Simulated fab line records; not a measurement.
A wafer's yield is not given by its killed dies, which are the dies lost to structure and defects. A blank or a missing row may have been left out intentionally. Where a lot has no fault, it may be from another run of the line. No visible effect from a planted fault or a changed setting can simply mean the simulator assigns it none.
Lot-split experiment ; flow berkeley cmos170 ; 23 wafers read across 5 lots, on a route 331 steps long

== ON THE SPLIT ==
At UCB170_START_OXIDATION_02 (target thk 20 nm, ox time 1800 s), the setting ox time s was moved away from the recipe's 1800 s on 15 of the 23 wafers read, by -14.9% to +13.6%. All remaining wafers had this setting at the recipe value.

No step appears in the file between the split and the reading.

== THE READING ==
START_OXIDE_THK at UCB170_START_THK_MEAS_03, in nm. On this fab line, fault-free wafers typically give 19.9 nm with a standard deviation of 0.33 nm.

wafer;tool, chamber at the split;ox time s as run, s;against the recipe;START_OXIDE_THK, nm;against lot-mates on the recipe
L075.3;furnace-04, 0;1800;recipe;19.9;-
L075.4;furnace-04, 0;1800;recipe;19.4;-
L075.5;furnace-04, 0;1800;recipe;19.4;-
L076.1;-, -;1800;recipe;20.2;-
L076.2;-, -;1800;recipe;20.3;-
L076.4;-, -;1800;recipe;20.5;-
L076.5;-, -;1800;recipe;20.2;-
L076.6;-, -;1800;recipe;20.1;-
L077.1;-, -;1531;-14.9%;18.2;no lot-mate on the recipe
L077.3;-, -;1531;-14.9%;18.7;no lot-mate on the recipe
L077.4;-, -;1531;-14.9%;18.0;no lot-mate on the recipe
L077.5;-, -;1531;-14.9%;18.1;no lot-mate on the recipe
L077.6;-, -;1531;-14.9%;18.4;no lot-mate on the recipe
L079.1;-, -;2044;+13.6%;22.0;no lot-mate on the recipe
L079.3;-, -;2044;+13.6%;22.0;no lot-mate on the recipe
L079.4;-, -;2044;+13.6%;22.1;no lot-mate on the recipe
L079.5;-, -;2044;+13.6%;22.3;no lot-mate on the recipe
L079.6;-, -;2044;+13.6%;21.8;no lot-mate on the recipe
L082.1;-, -;1534;-14.8%;17.8;no lot-mate on the recipe
L082.2;-, -;1534;-14.8%;17.6;no lot-mate on the recipe
L082.3;-, -;1534;-14.8%;17.6;no lot-mate on the recipe
L082.4;-, -;1534;-14.8%;18.0;no lot-mate on the recipe
L082.5;-, -;1534;-14.8%;17.6;no lot-mate on the recipe

FIT RESULTS
A straight line over all 23 wafers: START_OXIDE_THK changes by +0.141 nm for each +1% of ox time s; r = +0.98; the points scatter about the line by 0.35 nm.
Too few moved wafers with a lot-mate on the recipe to fit a line net of each lot's own level.

== THE WHOLE CHAIN: every reading that the file lists as answering this split, in the file's order ==
step;what it does;reading;change (the file's fit);r (the file's)
UCB170_START_OXIDATION_02;target thk 20 nm, ox time 1800 s;SiO2_of_START_OXIDATION_02.thk nm (the simulator's own value, which no gauge read);+0.141 nm for each +1% of the setting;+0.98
UCB170_START_THK_MEAS_03;;START_OXIDE_THK;+0.141 for each +1% of the setting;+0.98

== FILE'S OWN FIT ==
START_OXIDE_THK changes by +0.141 nm for each +1% of ox time s, r = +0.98.
